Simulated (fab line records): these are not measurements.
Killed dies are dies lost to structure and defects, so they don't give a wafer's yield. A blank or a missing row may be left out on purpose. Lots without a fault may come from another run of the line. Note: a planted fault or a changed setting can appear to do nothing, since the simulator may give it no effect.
What tool caused it? | flow berkeley cmos170 | 13 lots, 39 wafers sampled, at 3 steps of a route of 331

## WHAT THE GAUGES SHOWED, per wafer
UCB170_NLDD_OVL_MEAS_07. Usual: NLDD_OVL typically reads 3 nm, with standard deviation 5.7.
lot  | measured     | on         | NLDD_OVL (nm) | flag
L103 | day 6 17:23  | overlay-01 | 2 -2 -2       |
L102 | day 6 17:38  | overlay-02 | 7 9 6         |
L104 | day 6 18:11  | overlay-02 | 0 4 11        |
L106 | day 7 08:07  | overlay-02 | 6 7 10        |
L105 | day 7 08:37  | overlay-02 | 4 1 -1        |
L110 | day 8 11:12  | overlay-01 | -3 -1 0       |
L115 | day 9 12:10  | overlay-01 | 2 10 -1       |
L118 | day 9 18:07  | overlay-01 | 8 4 7         |
L117 | day 9 18:13  | overlay-02 | -7 -7 -2      |
L119 | day 10 01:06 | overlay-02 | 1 -5 2        |
L121 | day 10 01:22 | overlay-01 | 16 11 11      |
L122 | day 10 20:50 | overlay-02 | 15 18 11      |
L123 | day 11 08:38 | overlay-02 | -1 -8 1       |

UCB170_V2_THK_MEAS_01. Usual: V2_TEOS_THK typically reads 2007 nm, with standard deviation 25.
lot  | measured     | on            | V2_TEOS_THK (nm) | flag
L103 | day 8 02:32  | film metro-01 | 2007 1974 2026   |
L102 | day 8 01:42  | film metro-01 | 1934 1974 1971   |
L104 | day 8 02:55  | film metro-01 | 2009 2030 2043   |
L106 | day 8 13:04  | film metro-02 | 1989 1988 2034   |
L105 | day 8 13:00  | film metro-03 | 2003 2028 2035   |
L110 | day 9 22:23  | film metro-01 | 1983 2021 2038   |
L115 | day 10 20:23 | film metro-02 | 1498 2034 1512   | OFF
L118 | day 11 03:33 | film metro-02 | 2010 2003 2023   |
L117 | day 10 20:48 | film metro-01 | 2000 1994 2047   |
L119 | day 11 03:52 | film metro-02 | 1997 1994 2013   |
L121 | day 11 05:52 | film metro-01 | 2007 1988 2043   |
L122 | day 12 06:29 | film metro-02 | 2061 2036 2051   |
L123 | day 12 15:01 | film metro-03 | 1994 2042 2009   |

## WHICH TOOL RAN EACH LOT (tool, then ch and the chambers of the sampled wafers, then the start)
lot  | UCB170_V2_CVD_00
L103 | pecvd-04 ch 1,2, day 8 02:22
L102 | pecvd-03 ch 1,2, day 8 01:28
L104 | pecvd-03 ch 1,2, day 8 02:44
L106 | pecvd-03 ch 1,2, day 8 12:54
L105 | pecvd-04 ch 1,2, day 8 12:50
L110 | pecvd-03 ch 0,1, day 9 22:13
L115 | pecvd-03 ch 0,1, day 10 20:14
L118 | pecvd-02 ch 2, day 11 03:09
L117 | pecvd-04 ch 0,1, day 10 20:39
L119 | pecvd-04 ch 0,2, day 11 03:42
L121 | pecvd-02 ch 1,2, day 11 05:38
L122 | pecvd-02 ch 0,1, day 12 06:17
L123 | pecvd-04 ch 0,2, day 12 14:49
- UCB170_V2_CVD_00: deposits SiO2 from TEOS/O2, target thk 2000 nm, time 250 s.

## AS READ BY THE TOOLS THEMSELVES (means over the sampled wafers that have a number; for cases with no such wafer, the mark the record gives instead)
UCB170_V2_CVD_00. Usual: heater power w at 237 W, with a standard deviation of 69.
lot  | tool     | heater power w (W) | flag
L103 | pecvd-04 | 233                |
L102 | pecvd-03 | 329                |
L104 | pecvd-03 | 280                |
L106 | pecvd-03 | 291                |
L105 | pecvd-04 | 205                |
L110 | pecvd-03 | 253                |
L115 | pecvd-03 | 285                |
L118 | pecvd-02 | 160                |
L117 | pecvd-04 | 208                |
L119 | pecvd-04 | 231                |
L121 | pecvd-02 | 205                |
L122 | pecvd-02 | 302                |
L123 | pecvd-04 | 203                |

## THE ANSWER, worked out from the rows above alone
Rule: take the mean of a lot's wafers that have a number; if it is more than 3 standard deviations from the usual mean, the lot is off. Also off: a lot with no number at a reading for which 4 or more lots have one. The other lots that the step has rows for count as sound. First the gauges in route order, then the tools' own readings, where a lot's mean is used as printed above. The first step at which some lot is off is used, and at that step the reading that is off furthest; a lot without a number counts as furthest.
Off: L115, seen at UCB170_V2_THK_MEAS_01 (V2_TEOS_THK).
A tool fits if, at a process step before that reading, it ran every lot that is off, and no sound lot after the first of them. Gauges at UCB170_V2_THK_MEAS_01: tried the same way as those tools. One fits: pecvd-03 at UCB170_V2_CVD_00. Its last sound lot is L110 (day 9 22:13), its first lot that is off L115 (day 10 20:14): a fault that began between those two fits.

## WHAT WAS PUT IN BY THE SIMULATOR
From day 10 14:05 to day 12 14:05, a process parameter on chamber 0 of pecvd-03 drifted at UCB170_V2_CVD_00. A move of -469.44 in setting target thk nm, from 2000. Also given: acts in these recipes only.
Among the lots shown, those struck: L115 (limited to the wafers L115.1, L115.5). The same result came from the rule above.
